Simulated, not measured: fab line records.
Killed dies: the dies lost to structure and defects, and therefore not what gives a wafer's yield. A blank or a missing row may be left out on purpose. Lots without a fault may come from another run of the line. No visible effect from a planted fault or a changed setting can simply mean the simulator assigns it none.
fab line records | flow berkeleyCmos170
[record] lots = 13 wafers = 39 lastDay = 14
route steps=331 shown NVT@111 CONTACT@236 V1@266
lots that met no fault: from a run of the same line without faults
startH: the number of hours between the record's first day and the start of the first shown wafer of the lot | waitH: how many hours have passed since the lot's step before this one | " the same as in the row above | L1.1+2: a row that stands for several wafers | - no value, or no start was given | * or withheld: withheld | < > ~ a bound
route shown NAME@n: a module of which the file shows steps, and the number in the route of the first | usual: mean/standard deviation of fault-free wafers | same: alike in all rows | chamber/n: place in a boat | sites: the reading at each site | _std_site: the values' standard deviation | _edge_site: the outer-site mean with the inner-site mean subtracted | radiusMm: how far each site lies from the wafer's centre | mask NAME#n: copy n | behind: the last tool/chamber to shape the wafer | hold: why the lot was held/for how many hours/how that ended | device: the n, p or np transistor that did not switch | end of line: the tests these same wafers got at the end of their route | a step given without rows: its recipe and nothing more | killed: count of dies lost to structure and defects at first sort (not the wafer's yield) | map: shows each die of a wafer: x if killed, . if not, _ if none is there
set.NAME: the setting as run; set.NAME@STEP: as run at that earlier step | model.NAME: the simulator's own value behind a step, which no gauge read
the route's steps for a sample of lots (tables are steps, rows are wafers)
services: a tool's chamber out of use, with start hour (startH, from the record's first day; less than 0 if before it), hours out, and reason
[[steps]]
[step UCB170_NVT_IMPLANT_07]
[recipe] species = BF2 doseCm2 = 3e+12 energyKev = 50 tiltDeg = 7
[usual] beamOnS = 10.02/0.2 endStationPressureTorr = 4.97e-06/2.6e-07 faradayCurrentUA = 9.50/0.18
// columns lot.wafer tool chamber startH waitH beamOnS endStationPressureTorr faradayCurrentUA
L379.2 implanter-04 0 130.87 0.0 9.97 5.18e-06 9.53
L379.4 " 0 " " 9.89 5.2e-06 9.61
L379.5 " 0 " " 10.42 4.85e-06 9.12
L380.2 implanter-01 0 140.87 0.0 10.07 5.03e-06 9.48
L380.4 " 0 " " 9.86 5.01e-06 9.65
L380.5 " 0 " " 9.72 5.22e-06 9.73
L382.1 implanter-04 0 141.05 0.0 9.90 4.86e-06 9.61
L382.4 " 0 " " 10.14 5.2e-06 9.40
L382.6 " 0 " " 9.98 4.83e-06 9.57
L381.4 implanter-01 0 141.24 0.1 9.88 4.99e-06 9.61
L381.5 " 0 " " 9.84 4.17e-06 9.67
L381.6 " 0 " " 9.74 4.31e-06 9.74
L383.2 implanter-02 0 151.74 0.0 10.26 4.96e-06 9.24
L383.3 " 0 " " 9.99 4.92e-06 9.54
L383.5 " 0 " " 10.04 4.94e-06 9.51
L384.2 implanter-01 0 171.61 0.0 9.99 4.93e-06 9.53
L384.3 " 0 " " 10.03 5.21e-06 9.50
L384.6 " 0 " " 10.06 5.12e-06 9.42
L392.1 implanter-02 0 210.65 0.0 12.09 9.417e-05 7.97
L392.2 " 0 " " 12.29 0.00010335 7.83
L392.6 " 0 " " 12.61 0.00010002 7.61
L393.2 implanter-02 0 210.90 0.0 12.33 9.719e-05 7.77
L393.4 " 0 " " 12.67 8.976e-05 7.58
L393.6 " 0 " " 11.93 0.00010184 8.06
L397.3 implanter-01 0 238.58 0.1 10.18 5.34e-06 9.36
L397.4 " 0 " " 10.34 4.67e-06 9.23
L397.5 " 0 " " 10.44 5.17e-06 9.11
L395.3 implanter-02 0 238.66 0.1 11.88 9.527e-05 8.08
L395.5 " 0 " " 12.28 9.863e-05 7.84
L395.6 " 0 " " 12.10 9.173e-05 7.95
L398.2 implanter-04 0 250.77 0.0 9.94 4.94e-06 9.58
L398.3 " 0 " " 10.29 5.13e-06 9.26
L398.5 " 0 " " 9.92 5.3e-06 9.61
L400.2 implanter-01 0 251.32 0.0 9.81 4.96e-06 9.68
L400.3 " 0 " " 10.25 4.89e-06 9.27
L400.5 " 0 " " 9.80 4.45e-06 9.72
L402.1 implanter-04 0 267.12 0.0 10.26 4.75e-06 9.26
L402.2 " 0 " " 10.01 4.81e-06 9.51
L402.4 " 0 " " 10.09 4.67e-06 9.45
[step UCB170_NVT_TW_MEAS_09]
[usual] NVT_TW = 523/3.8
// columns lot.wafer tool chamber startH waitH NVT_TW
L379.2 filmMetro-03 - 131.10 0.1 518
L379.4 " - " " 520
L379.5 " - " " 516
L380.2 filmMetro-03 - 141.10 0.1 515
L380.4 " - " " 518
L380.5 " - " " 515
L382.1 filmMetro-01 - 141.30 0.1 524
L382.4 " - " " 524
L382.6 " - " " 522
L381.4 filmMetro-03 - 141.45 0.1 518
L381.5 " - " " 518
L381.6 " - " " 516
L383.2 filmMetro-03 - 151.98 0.1 517
L383.3 " - " " 519
L383.5 " - " " 518
L384.2 filmMetro-01 - 171.84 0.1 524
L384.3 " - " " 522
L384.6 " - " " 524
L392.1 filmMetro-03 - 210.90 0.1 550
L392.2 " - " " 548
L392.6 " - " " 551
L393.2 filmMetro-04 - 211.14 0.1 560
L393.4 " - " " 558
L393.6 " - " " 558
L397.3 filmMetro-01 - 238.80 0.1 524
L397.4 " - " " 524
L397.5 " - " " 523
L395.3 filmMetro-04 - 238.88 0.1 556
L395.5 " - " " 554
L395.6 " - " " 561
L398.2 filmMetro-01 - 251.00 0.1 527
L398.3 " - " " 533
L398.5 " - " " 529
L400.2 filmMetro-04 - 251.55 0.1 525
L400.3 " - " " 528
L400.5 " - " " 526
L402.1 filmMetro-04 - 267.37 0.1 525
L402.2 " - " " 527
L402.4 " - " " 527
[step UCB170_CONTACT_CD_MEAS_90]
[recipe] targetCdNm = 700
[usual] cdNm = 700.5/1.6
// columns lot.wafer tool chamber startH waitH cdNm
L379.2 cdSem-02 - 173.81 0.1 700.6
L379.4 " - " " 699.7
L379.5 " - " " 703.9
L380.2 cdSem-01 - 191.34 0.1 700.7
L380.4 " - " " 700.7
L380.5 " - " " 700.7
L381.4 cdSem-02 - 191.80 0.1 699.7
L381.5 " - " " 699.7
L381.6 " - " " 699.5
L383.2 cdSem-02 - 193.39 0.1 698.4
L383.3 " - " " 699.9
L383.5 " - " " 699.6
L382.1 cdSem-02 - 193.65 0.1 704.3
L382.4 " - " " 704.0
L382.6 " - " " 700.9
L384.2 cdSem-02 - 222.89 0.2 701.4
L384.3 " - " " 700.3
L384.6 " - " " 699.4
L392.1 cdSem-02 - 259.30 0.1 703.2
L392.2 " - " " 704.5
L392.6 " - " " 703.9
L393.2 cdSem-02 - 259.60 0.1 698.7
L393.4 " - " " 701.4
L393.6 " - " " 701.4
L397.3 cdSem-01 - 280.52 0.1 698.8
L397.4 " - " " 699.6
L397.5 " - " " 698.5
L395.3 cdSem-01 - 282.31 0.1 700.8
L395.5 " - " " 701.7
L395.6 " - " " 700.5
L400.2 cdSem-01 - 293.93 0.1 702.9
L400.3 " - " " 701.0
L400.5 " - " " 702.7
L398.2 cdSem-02 - 294.26 0.1 699.3
L398.3 " - " " 702.2
L398.5 " - " " 701.0
L402.1 cdSem-01 - 311.04 0.1 700.6
L402.2 " - " " 700.1
L402.4 " - " " 701.0
[step UCB170_V1_CD_MEAS_12]
[recipe] targetCdNm = 700
[usual] cdNm = 700.1/1.3
// columns lot.wafer tool chamber startH waitH cdNm
L379.2 cdSem-02 - 180.33 - 699.1
L379.4 " - " " 697.8
L379.5 " - " " 699.1
L380.2 cdSem-01 - 196.99 - 699.4
L380.4 " - " " 698.7
L380.5 " - " " 698.8
L381.4 cdSem-02 - 199.79 - 699.7
L381.5 " - " " 700.7
L381.6 " - " " 699.7
L382.1 cdSem-01 - 201.94 - 700.4
L382.4 " - " " 701.9
L382.6 " - " " 701.1
L383.2 cdSem-01 - 202.34 - 700.7
L383.3 " - " " 699.6
L383.5 " - " " 699.8
L384.2 cdSem-02 - 228.97 - 698.6
L384.3 " - " " 698.3
L384.6 " - " " 700.4
L392.1 cdSem-02 - 265.63 - 700.0
L392.2 " - " " 699.3
L392.6 " - " " 699.0
L393.2 cdSem-02 - 266.21 - 699.8
L393.4 " - " " 701.8
L393.6 " - " " 699.7
L397.3 cdSem-01 - 286.61 - 698.5
L397.4 " - " " 699.0
L397.5 " - " " 697.8
L395.3 cdSem-01 - 287.90 - 700.3
L395.5 " - " " 699.0
L395.6 " - " " 700.0
L400.2 cdSem-01 - 300.55 - 700.3
L400.3 " - " " 699.8
L400.5 " - " " 699.3
L398.2 cdSem-02 - 300.82 - 701.1
L398.3 " - " " 699.4
L398.5 " - " " 699.8
L402.1 cdSem-02 - 320.18 - 700.8
L402.2 " - " " 700.4
L402.4 " - " " 700.0
[[services]]
// columns tool chamber startH hours kind
implanter-04 - 117.56 9.1 pm
implanter-01 - 142.29 6.2 repair
implanter-04 - 151.95 2.7 repair
implanter-01 - 175.51 1.8 repair
implanter-04 - 209.94 3.7 repair
implanter-01 - 255.04 1.4 repair
[[key]]
[firstSign] step = UCB170_NVT_IMPLANT_07 reading = endStationPressureTorr direction = up sigmas = 99+ usual = 4.97e-06 struck = 9.688e-05
[effect] step = UCB170_NVT_IMPLANT_07 reading = beamOnS direction = up sigmas = 11 usual = 10.02 struck = 12.24
[effect] step = UCB170_NVT_TW_MEAS_09 reading = NVT_TW direction = up sigmas = 8.2 usual = 523 struck = 555
metAt UCB170_NVT_IMPLANT_07
struckLots L392,L393,L395
testerLeftOut L392,L393,L395
notActingAt UCB170_CONTACT_CD_MEAS_90,UCB170_V1_CD_MEAS_12
onsetBetween 151.74 210.65
[fault] kind = processParameterDrift tool = implanter-02 chamber = - onsetH = 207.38 steps = UCB170_NVT_IMPLANT_07 channel = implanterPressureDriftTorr offset = 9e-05 shape = step endH = 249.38
[fault] kind = processParameterDrift tool = implanter-02 chamber = - onsetH = 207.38 steps = UCB170_NVT_IMPLANT_07 channel = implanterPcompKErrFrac offset = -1 shape = step endH = 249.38
// testerLeftOut: of these lots the tester's yield and bins aren't shown, on N5 and GAA mostly nor the transistor test; their killed dies are dies lost to structure and defects alone, not to doping, threshold or leakage, so they don't give the yield
